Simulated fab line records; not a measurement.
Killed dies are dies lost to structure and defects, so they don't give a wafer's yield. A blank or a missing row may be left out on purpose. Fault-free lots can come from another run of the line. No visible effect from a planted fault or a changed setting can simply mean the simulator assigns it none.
Code-filled problem report in 8D (eight disciplines) form -- flow berkeleyCmos170 -- the parts of the form that need people (team, actions taken, sign-off) are left out

== 1. THE ISSUE ==
A mean of 0.727 a.u. is read at UCB170_M2_ETCH_17 for oesProductAu, taken on 1 wafer of 1 lot, against 0.999 a.u. (standard deviation 0.018) on wafers free of any fault. Relative to the usual mean, that is a shift of -15 standard deviations.
The step: etches BARC in N2/H2.
First seen on wafer L758.5, day 12 04:04, on rieDiel-02. Wafers with a number at this step in the record: 37, from 13 lots. Rule for "out" (also "out of limits"): further than 4 standard deviations from the usual mean. The rest of the wafers with a number are treated as sound.

== 2. WHAT IT IS, WHAT IT ISN'T ==
question,is,is not
which readings at this step,oesProductAu,"biasW, drypumpMotorCurrentA, throttleValvePct"
which lots,L758,"L741, L742, L744, L745, L746, L747, L749, L751, L754, L755, L762, L763"
which wafers of those lots,all that have a number,-
read on which tools,rieDiel-02,"rieDiel-01, rieDiel-04"
when,from day 12 04:04,"up to then (30 sound wafers); but 6 sound wafers of L762, L763 came after"

== 3. WHAT RULES OUT EACH SUSPECT ==
Counting: a tool at a process step up to the reading stays a suspect if it ran every lot that is out and no sound lot after the first of them.
- pecvd-03 at UCB170_V1_CVD_00 (deposits SiO2 from TEOS/O2, target thk 2000 nm, time 250 s): kept. It ran the lot that is out, L758 (day 11 23:03), and no sound lot after that; its last sound lot up to then is L755 (day 10 22:00).
- rieDiel-02 at UCB170_M2_ETCH_17 (etches BARC in N2/H2): ruled out as a lasting fault. After its first lot that is out, L758 (day 12 04:04), sound lots L763 ran on it.
After counting, what remains is pecvd-03 at UCB170_V1_CVD_00.

== 4. THE CAUSE (what the simulator had put in) ==
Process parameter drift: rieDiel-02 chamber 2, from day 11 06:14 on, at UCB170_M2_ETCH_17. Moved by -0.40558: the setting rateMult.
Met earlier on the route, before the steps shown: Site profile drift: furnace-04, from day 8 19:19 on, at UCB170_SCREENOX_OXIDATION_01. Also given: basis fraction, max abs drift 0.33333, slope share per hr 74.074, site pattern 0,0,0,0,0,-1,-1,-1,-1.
Counting ruled it out, wrongly.

== 5. THE EFFECT CHAIN, in route order ==
One row per reading whose mean, taken over the struck wafers that have a number, lies over 3 standard deviations from the usual. Readings are gone through only where the record gives a usual standard deviation; hours: the median, over the lots, of the time from a lot's start at the first step in this table giving one to that lot's start at this step; sigmas: the change measured in usual standard deviations.
hours,step,reading,usual,on struck wafers,change,sigmas
0,UCB170_M2_ETCH_17,oesProductAu,0.999 a.u.,0.727,-0.272,-15
Process steps it contains:
- UCB170_M2_ETCH_17: etches BARC in N2/H2.

== 6. HOW IT WOULD HAVE BEEN CAUGHT EARLIER ==
First out-of-limits reading in this record: day 12 04:04, which is 22 hours after fault onset at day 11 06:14.
